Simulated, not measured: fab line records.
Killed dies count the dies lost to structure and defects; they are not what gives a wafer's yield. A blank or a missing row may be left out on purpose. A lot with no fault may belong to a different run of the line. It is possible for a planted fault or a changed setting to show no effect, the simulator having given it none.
Which tool did it?    flow berkeleyCmos170    45 wafers from 15 lots sampled at 4 of the route's 331 steps

## WHAT THE GAUGES SHOWED, per wafer
UCB170_M2_OVL_MEAS_16. Usual: M2_OVL typically reads -2 nm, with standard deviation 5.8.
lot   measured      on          M2_OVL (nm)  flag
L975  day 7 08:24   overlay-02  -7 -3 -4     
L977  day 7 08:36   overlay-02  3 4 -3       
L976  day 7 08:56   overlay-02  -5 -9 -2     
L978  day 8 00:29   overlay-02  -8 -6 -7     
L981  day 8 15:01   overlay-02  10 4 11      
L983  day 9 15:36   overlay-01  -2 -5 0      
L984  day 9 15:21   overlay-02  9 1 3        
L986  day 9 22:58   overlay-01  -1 -3 -4     
L987  day 9 23:15   overlay-02  -6 3 0       
L990  day 10 05:28  overlay-02  -6 2 2       
L988  day 10 13:36  overlay-02  11 4 -3      
L991  day 10 13:58  overlay-01  0 5 -1       
L992  day 11 01:58  overlay-01  6 3 2        
L994  day 11 14:31  overlay-01  -5 -6 -9     
L998  day 12 18:10  overlay-01  4 2 4        

UCB170_V2_THK_MEAS_01. Usual: V2_TEOS_THK typically reads 2005 nm, with standard deviation 27.
lot   measured      on            V2_TEOS_THK (nm)  flag
L975  day 7 09:03   filmMetro-02  1988 2019 2058    
L977  day 7 09:19   filmMetro-02  1992 2038 2013    
L976  day 7 09:35   filmMetro-01  1994 1987 1996    
L978  day 8 01:08   filmMetro-04  1986 2000 2053    
L981  day 8 15:40   filmMetro-01  1977 1964 2007    
L983  day 9 16:14   filmMetro-02  1996 2033 2017    
L984  day 9 16:04   filmMetro-04  1987 2011 2016    
L986  day 9 23:37   filmMetro-01  2014 2015 1987    
L987  day 9 23:53   filmMetro-04  1994 1979 1983    
L990  day 10 06:08  filmMetro-04  1985 1970 1966    
L988  day 10 14:14  filmMetro-02  2049 2015 2072    
L991  day 10 14:36  filmMetro-04  1976 1959 2001    
L992  day 11 02:37  filmMetro-04  1992 1991 2026    
L994  day 11 15:10  filmMetro-02  1982 1990 1997    
L998  day 12 18:49  filmMetro-04  1998 2033 2026    

UCB170_V2_BOW_MEAS_03. Usual: V2_BOW typically reads 36 um, with standard deviation 7.8.
lot   measured      on            V2_BOW (um)  flag
L975  day 7 09:25   filmMetro-04  40 48 29     
L977  day 7 09:41   filmMetro-01  43 35 39     
L976  day 7 09:57   filmMetro-04  39 24 26     
L978  day 8 01:30   filmMetro-02  31 39 30     
L981  day 8 16:01   filmMetro-04  51 40 38     
L983  day 9 16:36   filmMetro-04  40 43 39     
L984  day 9 16:26   filmMetro-01  34 40 23     
L986  day 9 23:58   filmMetro-01  34 24 27     
L987  day 10 00:15  filmMetro-04  41 36 33     
L990  day 10 06:30  filmMetro-01  33 51 33     
L988  day 10 14:37  filmMetro-01  45 22 27     
L991  day 10 14:58  filmMetro-02  43 45 48     
L992  day 11 02:59  filmMetro-04  29 18 46     
L994  day 11 15:32  filmMetro-04  15 33 30     
L998  day 12 19:11  filmMetro-01  42 43 38     

## EACH LOT AND THE TOOL THAT RAN IT (in order: tool; ch and the chambers of the sampled wafers; start)
lot   UCB170_GATE_ETCH_14
L975  rieDiel-01 ch 1,3, day 5 23:35
L977  rieDiel-03 ch 0,1,3, day 5 23:44
L976  rieDiel-01 ch 1,2,3, day 5 23:52
L978  rieDiel-02 ch 1,3, day 6 15:17
L981  rieDiel-01 ch 0,2, day 7 05:07
L983  rieDiel-01 ch 0,3, day 8 06:27
L984  rieDiel-02 ch 0,1,2, day 8 06:41
L986  rieDiel-02 ch 0,1,2, day 8 14:59
L987  rieDiel-03 ch 0,3, day 8 15:16
L990  rieDiel-01 ch 0,1,2, day 8 22:08
L988  rieDiel-03 ch 0,1,3, day 8 22:38
L991  rieDiel-02 ch 0,1,2, day 9 07:50
L992  rieDiel-02 ch 0,3, day 9 16:04
L994  rieDiel-02 ch 1,2, day 10 09:30
L998  rieDiel-03 ch 0,2,3, day 11 09:43
- UCB170_GATE_ETCH_14: etches BARC in N2/H2.

## AS READ BY THE TOOLS THEMSELVES (means over the sampled wafers that have a number; for cases with no such wafer, the mark the record gives instead)
UCB170_GATE_ETCH_14. Usual: chamberPressureMTorr 30.005 mTorr, standard deviation 0.026; drypumpMotorCurrentA 5.9 A, standard deviation 0.44; h2FlowSccm 200.1 sccm, standard deviation 0.53; oesProductAu 1.013 a.u., standard deviation 0.016; throttleValvePct 13.35 %, standard deviation 0.19.
lot   tool        chamberPressureMTorr (mTorr)  drypumpMotorCurrentA (A)  h2FlowSccm (sccm)  oesProductAu (a.u.)  throttleValvePct (%)  flag
L975  rieDiel-01  30.000                        5.9                       199.5              1.010                13.13                 
L977  rieDiel-03  30.022                        6.3                       200.5              1.010                13.34                 
L976  rieDiel-01  30.014                        6.1                       199.8              1.010                13.15                 
L978  rieDiel-02  29.999                        5.8                       200.4              1.009                13.43                 
L981  rieDiel-01  30.011                        6.1                       200.5              1.041                13.12                 
L983  rieDiel-01  29.996                        5.7                       200.1              1.012                13.21                 
L984  rieDiel-02  29.978                        5.6                       200.4              1.017                13.51                 
L986  rieDiel-02  30.009                        5.5                       199.8              1.022                13.51                 
L987  rieDiel-03  30.016                        6.4                       199.7              1.015                13.49                 
L990  rieDiel-01  29.983                        6.2                       200.5              1.019                13.07                 
L988  rieDiel-03  30.008                        6.3                       200.5              1.012                13.33                 
L991  rieDiel-02  29.991                        5.6                       199.8              1.021                13.51                 
L992  rieDiel-02  30.010                        5.7                       199.6              1.017                13.38                 
L994  rieDiel-02  30.018                        5.5                       200.1              1.008                13.57                 
L998  rieDiel-03  30.005                        6.0                       200.8              1.005                13.48                 

## THE ANSWER, worked out from the rows above alone
Rule: a lot is off if the mean of its wafers that have a number lies more than 3 standard deviations from the usual mean. A lot without any number at a reading at which 4 lots or more have one is off too. Any other lot the step has rows for is counted as sound. After the gauges, taken in route order, come the tools' own readings; for these a lot's mean is taken, as printed above. At the first step where some lot is off, the reading lying furthest off is the one used; lots without a number count as furthest.
Across all readings shown, no lot is off: no conclusion can be drawn from this.

## WHAT HAD BEEN PUT IN BY THE SIMULATOR
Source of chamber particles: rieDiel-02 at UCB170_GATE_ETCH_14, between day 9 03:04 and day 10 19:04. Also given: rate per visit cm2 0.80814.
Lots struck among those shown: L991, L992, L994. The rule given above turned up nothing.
